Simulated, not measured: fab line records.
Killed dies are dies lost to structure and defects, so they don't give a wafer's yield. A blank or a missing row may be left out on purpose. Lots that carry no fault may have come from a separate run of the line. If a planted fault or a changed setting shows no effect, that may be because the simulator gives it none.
The tool behind it: which one? ; flow berkeley cmos170 ; 45 wafers from 15 lots sampled at 3 of the route's 331 steps

## WHAT THE GAUGES SHOWED, per wafer
UCB170_M2_CD_MEAS_90: target cd 700 nm. Usual: cd nm 698 nm, standard deviation 4.6.
lot;measured;on;cd nm (nm);flag
L640;day 8 08:55;cd sem-02;700 699 699;
L642;day 9 00:24;cd sem-02;707 707 707;
L641;day 8 23:55;cd sem-01;701 698 697;
L645;day 9 10:52;cd sem-01;700 703 702;
L647;day 10 00:28;cd sem-01;694 696 698;
L646;day 10 00:19;cd sem-01;694 693 691;
L651;day 10 11:29;cd sem-01;693 696 692;
L656;day 11 21:19;cd sem-02;701 703 700;
L655;day 11 22:18;cd sem-02;695 696 692;
L657;day 12 13:11;cd sem-01;703 696 702;
L659;day 12 20:59;cd sem-02;703 698 697;
L660;day 13 06:58;cd sem-01;701 703 701;
L663;day 13 21:24;cd sem-01;694 697 695;
L662;day 14 00:26;cd sem-01;704 698 708;
L661;day 13 22:48;cd sem-02;698 698 698;

UCB170_V2_THK_MEAS_04. Usual: V2_POLISHED_THK typically reads 999.8 nm, with standard deviation 1.2.
lot;measured;on;V2_POLISHED_THK (nm);flag
L640;day 8 09:40;film metro-02;1000.1 998.4 1001.9;
L642;day 9 01:08;film metro-04;1001.9 1001.4 1001.1;
L641;day 9 00:40;film metro-01;999.8 997.6 1000.6;
L645;day 9 11:36;film metro-04;1000.7 998.2 999.1;
L647;day 10 01:14;film metro-02;1000.0 999.5 999.9;
L646;day 10 01:04;film metro-01;998.4 1000.3 999.0;
L651;day 10 12:14;film metro-04;998.7 999.8 998.9;
L656;day 11 22:03;film metro-01;999.6 1000.4 1001.0;
L655;day 11 23:07;film metro-04;999.7 1000.4 1000.6;
L657;day 12 13:57;film metro-04;999.3 1001.3 999.3;
L659;day 12 21:44;film metro-02;1001.6 1002.7 999.1;
L660;day 13 07:44;film metro-02;1000.2 999.2 1001.8;
L663;day 13 22:08;film metro-02;999.8 1002.7 1001.9;
L662;day 14 01:11;film metro-02;999.7 1001.1 999.7;
L661;day 13 23:33;film metro-01;996.5 999.9 998.0;

## TOOL THAT RAN EACH LOT (tool first, then ch and the chambers of the sampled wafers, then the start)
lot;UCB170_PLDD_STRIP_10
L640;plasma asher-03 ch 0,1, day 7 02:03
L642;plasma asher-03 ch 0,1, day 7 16:45
L641;plasma asher-04 ch 0,1, day 7 16:50
L645;plasma asher-03 ch 0,1, day 8 04:19
L647;plasma asher-03 ch 0,1, day 8 18:05
L646;plasma asher-03 ch 0,1, day 8 18:31
L651;plasma asher-03 ch 0,1, day 9 06:35
L656;plasma asher-04 ch 0,1, day 10 13:46
L655;plasma asher-01 ch 0,1, day 10 13:49
L657;plasma asher-04 ch 0,1, day 11 05:10
L659;plasma asher-04 ch 0, day 11 14:43
L660;plasma asher-01 ch 0,1, day 12 01:08
L663;plasma asher-04 ch 0,1, day 12 17:09
L662;plasma asher-01 ch 0,1, day 12 17:14
L661;plasma asher-04 ch 0,1, day 12 17:16
- UCB170_PLDD_STRIP_10: strips in O2.

## AS READ BY THE TOOLS THEMSELVES (means over the sampled wafers that have a number; for cases with no such wafer, the mark the record gives instead)
UCB170_PLDD_STRIP_10. Usual: drypump motor current A 5.6 A, standard deviation 0.34; oes product au 0.735 a.u., standard deviation 0.0037; strip time to endpoint s 21.61 s, standard deviation 0.062.
lot;tool;drypump motor current A (A);oes product au (a.u.);strip time to endpoint s (s);flag
L640;plasma asher-03;6.0;0.736;21.70;
L642;plasma asher-03;6.1;0.732;21.56;
L641;plasma asher-04;5.3;0.733;21.66;
L645;plasma asher-03;6.0;0.733;21.58;
L647;plasma asher-03;5.9;0.735;21.59;
L646;plasma asher-03;6.0;0.737;21.62;
L651;plasma asher-03;6.0;0.735;21.59;
L656;plasma asher-04;5.3;0.737;21.55;
L655;plasma asher-01;5.4;0.736;21.63;
L657;plasma asher-04;5.3;0.735;21.63;
L659;plasma asher-04;5.4;0.738;21.66;
L660;plasma asher-01;5.5;0.737;21.63;
L663;plasma asher-04;5.3;0.731;21.68;
L662;plasma asher-01;5.5;0.735;21.64;
L661;plasma asher-04;5.4;0.731;21.60;

## THE ANSWER, worked out from the rows above alone
Rule: lot off if the mean of its wafers having a number is beyond 3 standard deviations from the usual mean. A lot without any number at a reading at which 4 lots or more have one is off too. Where the step has rows for the other lots, those lots are counted as sound. First the gauges in route order, then the tools' own readings, where a lot's mean is used as printed above. The first step at which some lot is off is used, and at that step the reading that is off furthest; a lot without a number counts as furthest.
Across all readings shown, no lot is off: no conclusion can be drawn from this.

## WHAT WAS PUT IN BY THE SIMULATOR
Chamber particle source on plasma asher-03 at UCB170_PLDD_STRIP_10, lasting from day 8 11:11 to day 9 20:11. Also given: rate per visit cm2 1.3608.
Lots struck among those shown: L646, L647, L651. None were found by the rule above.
